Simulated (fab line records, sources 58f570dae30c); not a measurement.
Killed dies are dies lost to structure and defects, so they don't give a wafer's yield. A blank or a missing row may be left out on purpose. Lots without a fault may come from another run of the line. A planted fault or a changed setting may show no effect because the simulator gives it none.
Problem report in the 8D (eight disciplines) form, filled by code | flow berkeley_cmos170 | the parts of the form that need people (team, actions taken, sign-off) are left out

1. THE PROBLEM
NWELL_TW at UCB170_NWELL_TW_MEAS_16 reads a mean of 1357 on 9 wafers of 3 lots; wafers without a fault read 1253 with a standard deviation of 7.1. That is +15 standard deviations from the usual mean.
First seen on wafer L641.1, day 4 05:36, on film_metro-02. The record holds 45 wafers of 15 lots with a number at this step. Rule for "out", or "out of limits": more than 4 standard deviations from the usual mean. The other wafers with a number count as sound.

2. WHAT IT IS AND WHAT IT IS NOT
question                    | is                           | is not
which readings at this step | NWELL_TW                     | -
which lots                  | L641, L642, L644             | L634, L635, L639, L640, L646, L647, L648, L649, L650, L652, L653, L656
which wafers of those lots  | all that have a number       | -
read on which gauges        | film_metro-01, film_metro-02 | film_metro-03
when                        | from day 4 05:36             | up to then (12 sound wafers); but 24 sound wafers of L646, L647, L648, L649, L650, L652, L653, L656 came after

3. SUSPECTS, AND WHAT RULES EACH OUT
Counting: a tool at a process step up to the reading stays a suspect if it ran every lot that is out and no sound lot after the first of them.
- the gauge at UCB170_NWELL_TW_MEAS_16: ruled out. The wafers that are out were read on 2 gauges (film_metro-01, film_metro-02).
- implanter-04 at UCB170_NWELL_IMPLANT_14: kept. It ran every lot that is out, first L641 (day 4 05:21), and no sound lot after that; its last sound lot up to then is L639 (day 3 18:04). Its own readings are out on those wafers: dose_ions_cm2, faraday_current_uA.
Left after counting: implanter-04 at UCB170_NWELL_IMPLANT_14.

4. THE CAUSE (what the simulator had put in)
Process parameter drift: implanter-04, from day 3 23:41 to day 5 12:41, at UCB170_NWELL_IMPLANT_14. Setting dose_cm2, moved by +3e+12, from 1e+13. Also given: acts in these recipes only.
Counting left only this tool.

5. THE CHAIN OF EFFECTS, in route order
Each row: a reading whose mean over the struck wafers that have a number lies more than 3 standard deviations from the usual. Only readings for which the record gives a usual standard deviation are gone through. hours: the time from each lot's start at the first step in this table that gives one to its start at this step, as a median over the lots. sigmas: the change in usual standard deviations.
hours | step                    | reading            | usual      | on struck wafers | change      | sigmas
0     | UCB170_NWELL_IMPLANT_14 | dose_ions_cm2      | 1.0003e+13 | 1.3001e+13       | +2.9980e+12 | +99 or more
0     | UCB170_NWELL_IMPLANT_14 | faraday_current_uA | 31.8       | 41.4             | +9.6        | +17
0     | UCB170_NWELL_TW_MEAS_16 | NWELL_TW           | 1253       | 1357             | +104        | +15
The process steps in it:
- UCB170_NWELL_IMPLANT_14
Later measuring or inspecting steps at which every struck wafer that the step has a row for has a number for every such reading, and none has moved that far: UCB170_PFIELD_OVL_MEAS_06, UCB170_M2_CD_MEAS_15.

6. WHAT WOULD HAVE CAUGHT IT SOONER
In this record the first reading out of limits at a measuring or inspecting step was taken at day 4 05:36, 6 hours after the fault began at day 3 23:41.
The tool's own readings at UCB170_NWELL_IMPLANT_14 were out on every struck wafer that the step has a row for (dose_ions_cm2, faraday_current_uA): an alarm limit on them would have fired on the first of those.
Of the lots that are out (3), L642, L644 began UCB170_NWELL_IMPLANT_14 on implanter-04 after day 4 05:36. A hold on the tool at that time would have spared those 2.
